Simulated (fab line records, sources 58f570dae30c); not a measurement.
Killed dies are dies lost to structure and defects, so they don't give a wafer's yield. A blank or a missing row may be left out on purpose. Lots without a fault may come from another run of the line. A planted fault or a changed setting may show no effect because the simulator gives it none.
Which tool did it? | flow berkeley_cmos170 | 14 lots, 42 wafers sampled, at 5 steps of a route of 331

WHAT THE GAUGES READ, wafer by wafer
UCB170_START_BOW_MEAS_00. Usual: INCOMING_BOW -1 um, standard deviation 6.4.
lot  | measured    | on            | INCOMING_BOW (um) | flag
L985 | day 1 15:00 | film_metro-02 | 3 0 1             |
L987 | day 2 01:04 | film_metro-02 | 1 -16 9           |
L988 | day 2 06:01 | film_metro-02 | -12 -2 -10        |
L990 | day 2 16:00 | film_metro-02 | 2 10 -5           |
L991 | day 2 21:00 | film_metro-03 | -10 -1 5          |
L992 | day 3 02:01 | film_metro-04 | 7 1 2             |
L993 | day 3 07:01 | film_metro-04 | 4 1 0             |
L994 | day 3 12:02 | film_metro-04 | -12 6 -7          |
L996 | day 3 22:01 | film_metro-02 | -4 0 5            |
L999 | day 4 13:00 | film_metro-04 | 8 -10 -7          |
L102 | day 5 04:00 | film_metro-03 | -10 -2 -3         |
L104 | day 5 14:00 | film_metro-03 | 10 9 -4           |
L105 | day 5 19:00 | film_metro-03 | -12 -3 -2         |
L107 | day 6 05:01 | film_metro-02 | 0 0 -17           |

UCB170_START_THK_MEAS_03. Usual: START_OXIDE_THK 19.85 nm, standard deviation 0.3.
lot  | measured    | on            | START_OXIDE_THK (nm) | flag
L985 | day 1 20:37 | film_metro-02 | 19.59 19.51 19.60    |
L987 | day 2 08:58 | film_metro-03 | 19.24 19.16 19.29    |
L988 | day 2 08:56 | film_metro-04 | 19.82 19.72 19.49    |
L990 | day 3 00:05 | film_metro-02 | 19.41 20.07 19.93    |
L991 | day 3 00:05 | film_metro-03 | 19.88 19.42 19.83    |
L992 | day 3 07:10 | film_metro-03 | 19.50 19.54 19.96    |
L993 | day 3 13:02 | film_metro-04 | 19.35 19.84 19.83    |
L994 | day 3 17:02 | film_metro-02 | 20.36 20.15 20.55    |
L996 | day 4 02:40 | film_metro-04 | 20.14 20.02 20.18    |
L999 | day 4 18:34 | film_metro-03 | 19.67 19.70 19.56    |
L102 | day 5 09:53 | film_metro-04 | 19.75 19.71 20.11    |
L104 | day 5 16:49 | film_metro-03 | 20.31 19.92 20.41    |
L105 | day 6 00:56 | film_metro-04 | 19.42 19.62 19.39    |
L107 | day 6 09:21 | film_metro-04 | 19.74 20.02 20.25    |

UCB170_PWELL_THK_MEAS_03. Usual: PWELL_OXIDE_THK 26.6 nm, standard deviation 0.58.
lot  | measured    | on            | PWELL_OXIDE_THK (nm) | flag
L985 | day 3 04:16 | film_metro-01 | 27.0 26.2 26.9       |
L987 | day 3 17:34 | film_metro-01 | 26.0 25.9 26.1       |
L988 | day 3 21:04 | film_metro-01 | 26.7 26.8 27.2       |
L990 | day 4 05:26 | film_metro-02 | 27.2 27.2 27.1       |
L991 | day 4 05:26 | film_metro-01 | 27.1 27.5 27.0       |
L992 | day 4 17:04 | film_metro-01 | 26.2 26.6 26.3       |
L993 | day 5 00:34 | film_metro-03 | 26.5 26.3 26.6       |
L994 | day 5 00:35 | film_metro-02 | 26.8 26.7 27.3       |
L996 | day 5 11:12 | film_metro-03 | 26.3 26.5 26.5       |
L999 | day 5 21:53 | film_metro-01 | 25.9 25.8 26.1       |
L102 | day 7 09:46 | film_metro-03 | 27.3 27.5 27.4       |
L104 | day 6 23:19 | film_metro-02 | 26.9 26.9 26.6       |
L105 | day 7 09:50 | film_metro-03 | 26.9 27.4 27.3       |
L107 | day 7 17:21 | film_metro-02 | 26.6 26.1 26.0       |

UCB170_WELLDRIVE_THK_MEAS_02. Usual: WELLDRIVE_OXIDE_THK 204 nm, standard deviation 4.2.
lot  | measured    | on            | WELLDRIVE_OXIDE_THK (nm) | flag
L985 | day 3 21:24 | film_metro-04 | 209 204 203              |
L987 | day 4 14:43 | film_metro-04 | 209 208 207              |
L988 | day 4 14:46 | film_metro-01 | 210 207 211              |
L990 | day 5 07:04 | film_metro-04 | 207 207 204              |
L991 | day 5 07:04 | film_metro-03 | 198 196 203              |
L992 | day 5 16:02 | film_metro-03 | 199 201 199              |
L993 | day 6 03:55 | film_metro-04 | 200 201 201              |
L994 | day 6 03:56 | film_metro-01 | 205 206 205              |
L996 | day 6 09:48 | film_metro-03 | 209 209 209              |
L999 | day 6 20:23 | film_metro-01 | 201 204 201              |
L102 | day 8 08:34 | film_metro-01 | 178 175 180              | OFF
L104 | day 7 19:53 | film_metro-04 | 201 198 201              |
L105 | day 8 08:34 | film_metro-04 | 184 182 182              | OFF
L107 | day 8 15:11 | film_metro-01 | 207 207 205              |

WHICH TOOL RAN EACH LOT (tool, then ch and the chambers of the sampled wafers, then the start)
lot  | UCB170_WELLDRIVE_OXIDATION_01
L985 | furnace-02 ch 0, day 3 17:50
L987 | furnace-02 ch 0, day 4 11:11
L988 | furnace-02 ch 0, day 4 11:11
L990 | furnace-02 ch 0, day 5 03:34
L991 | furnace-02 ch 0, day 5 03:34
L992 | furnace-04 ch 0, day 5 12:31
L993 | furnace-01 ch 0, day 6 00:25
L994 | furnace-01 ch 0, day 6 00:25
L996 | furnace-04 ch 0, day 6 06:17
L999 | furnace-04 ch 0, day 6 16:53
L102 | furnace-01 ch 0, day 8 05:04
L104 | furnace-01 ch 0, day 7 16:23
L105 | furnace-01 ch 0, day 8 05:04
L107 | furnace-04 ch 0, day 8 11:38
- UCB170_WELLDRIVE_OXIDATION_01: target thk 199 nm, ox time 9311 s.

WHAT THE TOOLS THEMSELVES READ (means of the sampled wafers that have a number; where no wafer has one, the mark that the record gives instead)
UCB170_WELLDRIVE_OXIDATION_01. Usual: spike_tc_centre_C 1102.1 C, standard deviation 1.6; spike_tc_load_C 1126.5 C, standard deviation 1.2; spike_tc_source_C 1130 C, standard deviation 3.1.
lot  | tool       | spike_tc_centre_C (C) | spike_tc_load_C (C) | spike_tc_source_C (C) | flag
L985 | furnace-02 | 1102.8                | 1127.3              | 1126                  |
L987 | furnace-02 | 1102.9                | 1127.4              | 1126                  |
L988 | furnace-02 | 1102.7                | 1127.9              | 1126                  |
L990 | furnace-02 | 1103.4                | 1128.4              | 1126                  |
L991 | furnace-02 | 1104.0                | 1126.9              | 1126                  |
L992 | furnace-04 | 1101.6                | 1124.7              | 1131                  |
L993 | furnace-01 | 1100.8                | 1125.7              | 1133                  |
L994 | furnace-01 | 1101.6                | 1126.6              | 1133                  |
L996 | furnace-04 | 1101.0                | 1126.2              | 1131                  |
L999 | furnace-04 | 1100.5                | 1125.8              | 1130                  |
L102 | furnace-01 | 1087.3                | 1109.7              | 1117                  | OFF
L104 | furnace-01 | 1102.0                | 1126.4              | 1133                  |
L105 | furnace-01 | 1084.4                | 1110.4              | 1118                  | OFF
L107 | furnace-04 | 1100.7                | 1125.7              | 1132                  |

THE ANSWER, worked out from the rows above alone
Rule: a lot is off if the mean of its wafers that have a number lies more than 3 standard deviations from the usual mean. A lot without any number at a reading at which 4 lots or more have one is off too. The other lots that the step has rows for count as sound. The gauges are gone through in route order, then the tools' own readings, and for those a lot's mean is taken as printed above. The first step at which some lot is off is used, and at that step the reading that is off furthest; a lot without a number counts as furthest.
Off: L102, L105, at UCB170_WELLDRIVE_THK_MEAS_02 (WELLDRIVE_OXIDE_THK).
A tool fits if, at a process step before that reading, it ran every lot that is off, and no sound lot after the first of them. The gauges at UCB170_WELLDRIVE_THK_MEAS_02 aren't tried: what is off there is off at UCB170_WELLDRIVE_OXIDATION_01 too, on other tools, and a gauge's error can't cause that. One fits: furnace-01 at UCB170_WELLDRIVE_OXIDATION_01. Its last sound lot is L104 (day 7 16:23), its first lot that is off L102 (day 8 05:04): a fault that began between those two fits.
The tool's own readings at UCB170_WELLDRIVE_OXIDATION_01 bear it out: on the lots that are off they differ by more than 5 times the standard deviation of the sound lots' means. spike_tc_centre_C reads 1085.8 C there against 1102.0 C on the sound lots; spike_tc_load_C reads 1110.1 C there against 1126.6 C on the sound lots.

WHAT THE SIMULATOR HAD PUT IN
Process parameter drift: furnace-01, from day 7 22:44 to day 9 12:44, at UCB170_WELLDRIVE_OXIDATION_01. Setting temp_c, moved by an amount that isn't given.
Lots struck among those shown: L102, L105. The rule above found the same.
